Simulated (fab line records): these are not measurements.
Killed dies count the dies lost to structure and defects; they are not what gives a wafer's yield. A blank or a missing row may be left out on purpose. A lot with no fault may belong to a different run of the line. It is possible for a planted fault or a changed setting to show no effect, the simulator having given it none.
Which tool was responsible? :: flow berkeley_cmos170 :: 14 lots, 42 wafers sampled, at 4 steps of a route of 331

WHAT THE GAUGES SHOWED, per wafer
UCB170_V1_CD_MEAS_12 targets a cd of 700 nm.
lot: L292
measured: day 7 07:32
on: cd_sem-01
cd_nm (nm): 698.8 698.9 700.3

lot: L291
measured: day 7 11:01
on: cd_sem-01
cd_nm (nm): 702.6 702.6 703.0

lot: L293
measured: day 7 21:22
on: cd_sem-01
cd_nm (nm): 698.7 696.9 696.6

lot: L296
measured: day 8 04:41
on: cd_sem-01
cd_nm (nm): 699.6 696.9 700.0

lot: L295
measured: day 8 06:49
on: cd_sem-01
cd_nm (nm): 698.7 698.2 699.4

lot: L294
measured: day 8 07:00
on: cd_sem-02
cd_nm (nm): 700.0 698.1 698.7

lot: L300
measured: day 9 16:10
on: cd_sem-02
cd_nm (nm): 700.7 700.2 700.6

lot: L298
measured: day 9 15:47
on: cd_sem-01
cd_nm (nm): 702.4 701.3 702.5

lot: L305
measured: day 10 17:07
on: cd_sem-02
cd_nm (nm): 699.1 698.9 699.2

lot: L307
measured: day 10 16:52
on: cd_sem-01
cd_nm (nm): 700.3 700.3 700.1

lot: L303
measured: day 10 21:40
on: cd_sem-01
cd_nm (nm): 701.3 701.3 701.5

lot: L311
measured: day 11 21:46
on: cd_sem-02
cd_nm (nm): 691.3 694.6 693.1 691.5 694.9 692.9

lot: L308
measured: day 11 20:55
on: cd_sem-02
cd_nm (nm): 701.3 699.6 699.7

lot: L309
measured: day 11 20:46
on: cd_sem-02
cd_nm (nm): 693.3 693.0 693.3 693.3 693.2 693.5

EACH LOT AND THE TOOL THAT RAN IT (in order: tool; ch and the chambers of the sampled wafers; start)
lot: L292
UCB170_CONTACT_ETCH_17: rie_diel-02 ch 1,2,3, day 6 23:47
UCB170_M1_STRIP_13: plasma_asher-02 ch 0,1, day 7 02:27
UCB170_V1_PEB_10: litho_track-02 ch 0, day 7 07:16

lot: L291
UCB170_CONTACT_ETCH_17: rie_diel-03 ch 1,2,3, day 7 01:42
UCB170_M1_STRIP_13: plasma_asher-01 ch 0, day 7 04:24
UCB170_V1_PEB_10: litho_track-03 ch 0, day 7 10:44

lot: L293
UCB170_CONTACT_ETCH_17: rie_diel-02 ch 0,1, day 7 11:42
UCB170_M1_STRIP_13: plasma_asher-02 ch 0,1, day 7 13:49
UCB170_V1_PEB_10: litho_track-02 ch 0, day 7 21:05

lot: L296
UCB170_CONTACT_ETCH_17: rie_diel-04 ch 1,2,3, day 7 16:31
UCB170_M1_STRIP_13: plasma_asher-04 ch 0,1, day 7 19:17
UCB170_V1_PEB_10: litho_track-02 ch 0, day 8 04:26

lot: L295
UCB170_CONTACT_ETCH_17: rie_diel-02 ch 0,2,3, day 7 18:12
UCB170_M1_STRIP_13: plasma_asher-01 ch 0,1, day 7 22:44
UCB170_V1_PEB_10: litho_track-03 ch 0, day 8 06:33

lot: L294
UCB170_CONTACT_ETCH_17: rie_diel-04 ch 0,1,3, day 7 18:19
UCB170_M1_STRIP_13: plasma_asher-04 ch 1, day 7 22:50
UCB170_V1_PEB_10: litho_track-02 ch 0, day 8 06:41

lot: L300
UCB170_CONTACT_ETCH_17: rie_diel-02 ch 0,2, day 9 02:47
UCB170_M1_STRIP_13: plasma_asher-01 ch 0,1, day 9 06:51
UCB170_V1_PEB_10: litho_track-01 ch 0, day 9 15:54

lot: L298
UCB170_CONTACT_ETCH_17: rie_diel-03 ch 0,2,3, day 9 02:59
UCB170_M1_STRIP_13: plasma_asher-01 ch 0,1, day 9 07:17
UCB170_V1_PEB_10: litho_track-03 ch 0, day 9 15:31

lot: L305
UCB170_CONTACT_ETCH_17: rie_diel-02 ch 0,2,3, day 10 07:42
UCB170_M1_STRIP_13: plasma_asher-04 ch 1, day 10 09:41
UCB170_V1_PEB_10: litho_track-03 ch 0, day 10 16:50

lot: L307
UCB170_CONTACT_ETCH_17: rie_diel-04 ch 0,1,3, day 10 09:43
UCB170_M1_STRIP_13: plasma_asher-04 ch 0,1, day 10 11:44
UCB170_V1_PEB_10: litho_track-03 ch 0, day 10 16:35

lot: L303
UCB170_CONTACT_ETCH_17: rie_diel-04 ch 1,2,3, day 10 11:47
UCB170_M1_STRIP_13: plasma_asher-04 ch 0,1, day 10 14:01
UCB170_V1_PEB_10: litho_track-01 ch 0, day 10 21:23

lot: L311
UCB170_CONTACT_ETCH_17: rie_diel-02 ch 2,3, day 11 11:36
UCB170_M1_STRIP_13: plasma_asher-02 ch 0,1, day 11 14:14
UCB170_V1_PEB_10: litho_track-03 ch 0, day 11 21:27

lot: L308
UCB170_CONTACT_ETCH_17: rie_diel-03 ch 0,3, day 11 11:50
UCB170_M1_STRIP_13: plasma_asher-04 ch 0,1, day 11 14:23
UCB170_V1_PEB_10: litho_track-01 ch 0, day 11 20:40

lot: L309
UCB170_CONTACT_ETCH_17: rie_diel-02 ch 0,1,3, day 11 13:08
UCB170_M1_STRIP_13: plasma_asher-04 ch 0,1, day 11 15:08
UCB170_V1_PEB_10: litho_track-03 ch 0, day 11 20:30
- UCB170_CONTACT_ETCH_17: etches BARC in N2/H2.
- UCB170_M1_STRIP_13: strips in O2.
- UCB170_V1_PEB_10

AS READ BY THE TOOLS THEMSELVES (means over the sampled wafers that have a number; for cases with no such wafer, the mark the record gives instead)
UCB170_CONTACT_ETCH_17.
lot: L292
tool: rie_diel-02
drypump_motor_current_A (A): 5.8
oes_product_au (a.u.): 1.001
throttle_valve_pct (%): 13.28

lot: L291
tool: rie_diel-03
drypump_motor_current_A (A): 5.3
oes_product_au (a.u.): 1.009
throttle_valve_pct (%): 13.39

lot: L293
tool: rie_diel-02
drypump_motor_current_A (A): 5.3
oes_product_au (a.u.): 0.961
throttle_valve_pct (%): 13.31

lot: L296
tool: rie_diel-04
drypump_motor_current_A (A): 5.4
oes_product_au (a.u.): 1.014
throttle_valve_pct (%): 13.14

lot: L295
tool: rie_diel-02
drypump_motor_current_A (A): 5.8
oes_product_au (a.u.): 1.000
throttle_valve_pct (%): 13.25

lot: L294
tool: rie_diel-04
drypump_motor_current_A (A): 5.5
oes_product_au (a.u.): 1.000
throttle_valve_pct (%): 13.17

lot: L300
tool: rie_diel-02
drypump_motor_current_A (A): 5.8
oes_product_au (a.u.): 1.002
throttle_valve_pct (%): 13.31

lot: L298
tool: rie_diel-03
drypump_motor_current_A (A): 5.4
oes_product_au (a.u.): 0.969
throttle_valve_pct (%): 13.52

lot: L305
tool: rie_diel-02
drypump_motor_current_A (A): 5.7
oes_product_au (a.u.): 0.991
throttle_valve_pct (%): 13.27

lot: L307
tool: rie_diel-04
drypump_motor_current_A (A): 5.5
oes_product_au (a.u.): 0.985
throttle_valve_pct (%): 13.18

lot: L303
tool: rie_diel-04
drypump_motor_current_A (A): 5.4
oes_product_au (a.u.): 0.995
throttle_valve_pct (%): 13.13

lot: L311
tool: rie_diel-02
drypump_motor_current_A (A): 6.0
oes_product_au (a.u.): 1.021
throttle_valve_pct (%): 13.24

lot: L308
tool: rie_diel-03
drypump_motor_current_A (A): 5.4
oes_product_au (a.u.): 0.967
throttle_valve_pct (%): 13.54

lot: L309
tool: rie_diel-02
drypump_motor_current_A (A): 5.5
oes_product_au (a.u.): 0.989
throttle_valve_pct (%): 13.27

UCB170_M1_STRIP_13.
lot: L292
tool: plasma_asher-02
drypump_motor_current_A (A): 5.7
oes_product_au (a.u.): 0.720

lot: L291
tool: plasma_asher-01
drypump_motor_current_A (A): 6.6
oes_product_au (a.u.): 0.715

lot: L293
tool: plasma_asher-02
drypump_motor_current_A (A): 5.6
oes_product_au (a.u.): 0.719

lot: L296
tool: plasma_asher-04
drypump_motor_current_A (A): 5.2
oes_product_au (a.u.): 0.716

lot: L295
tool: plasma_asher-01
drypump_motor_current_A (A): 6.1
oes_product_au (a.u.): 0.720

lot: L294
tool: plasma_asher-04
drypump_motor_current_A (A): 5.1
oes_product_au (a.u.): 0.717

lot: L300
tool: plasma_asher-01
drypump_motor_current_A (A): 6.4
oes_product_au (a.u.): 0.719

lot: L298
tool: plasma_asher-01
drypump_motor_current_A (A): 6.1
oes_product_au (a.u.): 0.716

lot: L305
tool: plasma_asher-04
drypump_motor_current_A (A): 5.1
oes_product_au (a.u.): 0.722

lot: L307
tool: plasma_asher-04
drypump_motor_current_A (A): 5.1
oes_product_au (a.u.): 0.717

lot: L303
tool: plasma_asher-04
drypump_motor_current_A (A): 5.2
oes_product_au (a.u.): 0.723

lot: L311
tool: plasma_asher-02
drypump_motor_current_A (A): 5.7
oes_product_au (a.u.): 0.719

lot: L308
tool: plasma_asher-04
drypump_motor_current_A (A): 5.1
oes_product_au (a.u.): 0.718

lot: L309
tool: plasma_asher-04
drypump_motor_current_A (A): 5.2
oes_product_au (a.u.): 0.720

UCB170_V1_PEB_10.
lot: L292
tool: litho_track-02
chill_plate_temp_C (C): 23.02
heater_power_total_W (W): 56.82
plate_temp_C (C): 130.00
resist_line_temp_C (C): 22.97

lot: L291
tool: litho_track-03
chill_plate_temp_C (C): 22.95
heater_power_total_W (W): 56.79
plate_temp_C (C): 129.99
resist_line_temp_C (C): 23.01

lot: L293
tool: litho_track-02
chill_plate_temp_C (C): 23.08
heater_power_total_W (W): 56.82
plate_temp_C (C): 129.82
resist_line_temp_C (C): 23.03

lot: L296
tool: litho_track-02
chill_plate_temp_C (C): 22.91
heater_power_total_W (W): 56.80
plate_temp_C (C): 129.99
resist_line_temp_C (C): 23.01

lot: L295
tool: litho_track-03
chill_plate_temp_C (C): 23.08
heater_power_total_W (W): 56.79
plate_temp_C (C): 129.94
resist_line_temp_C (C): 23.02

lot: L294
tool: litho_track-02
chill_plate_temp_C (C): 22.90
heater_power_total_W (W): 56.82
plate_temp_C (C): 129.88
resist_line_temp_C (C): 23.12

lot: L300
tool: litho_track-01
chill_plate_temp_C (C): 22.90
heater_power_total_W (W): 56.76
plate_temp_C (C): 130.11
resist_line_temp_C (C): 22.95

lot: L298
tool: litho_track-03
chill_plate_temp_C (C): 22.89
heater_power_total_W (W): 56.79
plate_temp_C (C): 129.91
resist_line_temp_C (C): 22.99

lot: L305
tool: litho_track-03
chill_plate_temp_C (C): 22.87
heater_power_total_W (W): 56.81
plate_temp_C (C): 129.80
resist_line_temp_C (C): 23.04

lot: L307
tool: litho_track-03
chill_plate_temp_C (C): 22.98
heater_power_total_W (W): 56.80
plate_temp_C (C): 130.18
resist_line_temp_C (C): 22.96

lot: L303
tool: litho_track-01
chill_plate_temp_C (C): 22.91
heater_power_total_W (W): 56.76
plate_temp_C (C): 129.88
resist_line_temp_C (C): 22.97

lot: L311
tool: litho_track-03
chill_plate_temp_C (C): 22.83
heater_power_total_W (W): 58.72
plate_temp_C (C): -
resist_line_temp_C (C): 22.95

lot: L308
tool: litho_track-01
chill_plate_temp_C (C): 23.08
heater_power_total_W (W): 56.75
plate_temp_C (C): 130.04
resist_line_temp_C (C): 23.08

lot: L309
tool: litho_track-03
chill_plate_temp_C (C): 22.85
heater_power_total_W (W): 58.76
plate_temp_C (C): -
resist_line_temp_C (C): 23.06

THE ANSWER, worked out from the rows above alone
Rule: usual is defined by the lots themselves. The widest of any qualifying gaps counts: lots, ordered by their means at a reading, are off when they make up no more than a third of the lots, leave a main group of 4 or more, and stand apart from it by 3 or more times the standard deviation of that group's means. If all means in a main group match to the digits the tables above print for the reading, that group is not used. A lot without any number at a reading at which 4 lots or more have one is off too. All remaining lots with rows at the step are treated as sound. First the gauges in route order, then the tools' own readings, where a lot's mean is used as printed above. At the first step where some lot is off, the reading lying furthest off is the one used; lots without a number count as furthest.
Off, at UCB170_V1_PEB_10 on plate_temp_C: L311, L309. Without a number there: L311, L309. The main group has a mean of 129.96 C with a standard deviation of 0.11.
If a tool, at that step or one of the process steps before it, ran each lot that is off and ran no sound lot following the first of them, it fits. Undecided on this evidence; 2 tools fit (rie_diel-02 at UCB170_CONTACT_ETCH_17, litho_track-03 at UCB170_V1_PEB_10).

WHAT THE SIMULATOR HAD PUT IN
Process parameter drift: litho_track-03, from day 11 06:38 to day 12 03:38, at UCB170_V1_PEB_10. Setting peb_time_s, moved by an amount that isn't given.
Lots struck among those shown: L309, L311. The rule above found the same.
